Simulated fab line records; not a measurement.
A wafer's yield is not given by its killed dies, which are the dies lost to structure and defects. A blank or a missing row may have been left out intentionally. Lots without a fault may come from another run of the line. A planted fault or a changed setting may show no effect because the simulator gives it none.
8D (eight disciplines) problem report, filled in by code | flow berkeley cmos170 | the parts of the form that need people (team, actions taken, sign-off) are left out

## 1. THE PROBLEM
Mean of prime temp c at UCB170_M2_HMDS_04: 93.57 C across 6 wafers in 2 lots; on wafers with no fault it is 100.00 C (standard deviation 0.12). That puts it -54 standard deviations away from the usual mean.
The step: prime time 60 s.
First observed at day 9 19:15: wafer L269.1, on litho track-03. The record has a number at this step for 42 wafers belonging to 14 lots. The rule behind "out" and "out of limits": a value lying over 4 standard deviations away from the usual mean. All remaining wafers that have a number are taken as sound.

## 2. WHAT THIS IS AND IS NOT
question                    | is                     | is not
which readings at this step | prime temp c           | exhaust pa
which lots                  | L269, L272             | L259, L260, L261, L262, L263, L264, L267, L268, L273, L275, L279, L280
which wafers of those lots  | all that have a number | -
read on which tools         | litho track-03         | litho track-01, litho track-04
when                        | from day 9 19:15       | up to then (24 sound wafers); but 12 sound wafers of L273, L275, L279, L280 came after

## 3. SUSPECTS, AND WHAT RULES EACH OUT
Counting: a tool stays on the suspect list if, at a process step up to the reading, it processed all lots that are out and no sound lot following the first of them.
- litho track-03 at UCB170_M2_HMDS_04 (prime time 60 s): kept. All lots that are out passed through it, beginning with L269 at day 9 19:15, and no sound lot followed; its final sound lot before that point was L264 at day 8 23:07. On those wafers its own readings are out: prime temp c.
Remaining after the count: litho track-03 at UCB170_M2_HMDS_04.

## 4. THE CAUSE (what the simulator had put in)
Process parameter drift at UCB170_M2_HMDS_04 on litho track-03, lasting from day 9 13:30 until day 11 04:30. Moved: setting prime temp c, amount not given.
Counting left only this tool.

## 5. THE CHAIN OF EFFECTS, in route order
Rows list readings where the struck wafers' mean (over those with a number) sits beyond 3 standard deviations from the usual. Only readings whose record carries a usual standard deviation are examined. hours: median over the lots of the time between each lot's start at the first step of this table that gives one and its start at this step. sigmas: the change, counted in usual standard deviations.
hours | step              | reading      | usual    | on struck wafers | change | sigmas
0     | UCB170_M2_HMDS_04 | prime temp c | 100.00 C | 93.57            | -6.43  | -54
It contains these process steps:
- UCB170_M2_HMDS_04: prime time 60 s.

## 6. HOW IT WOULD HAVE BEEN CAUGHT EARLIER
In this record no reading fell out of limits until day 9 19:15, 6 hours after the fault had begun at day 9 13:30.
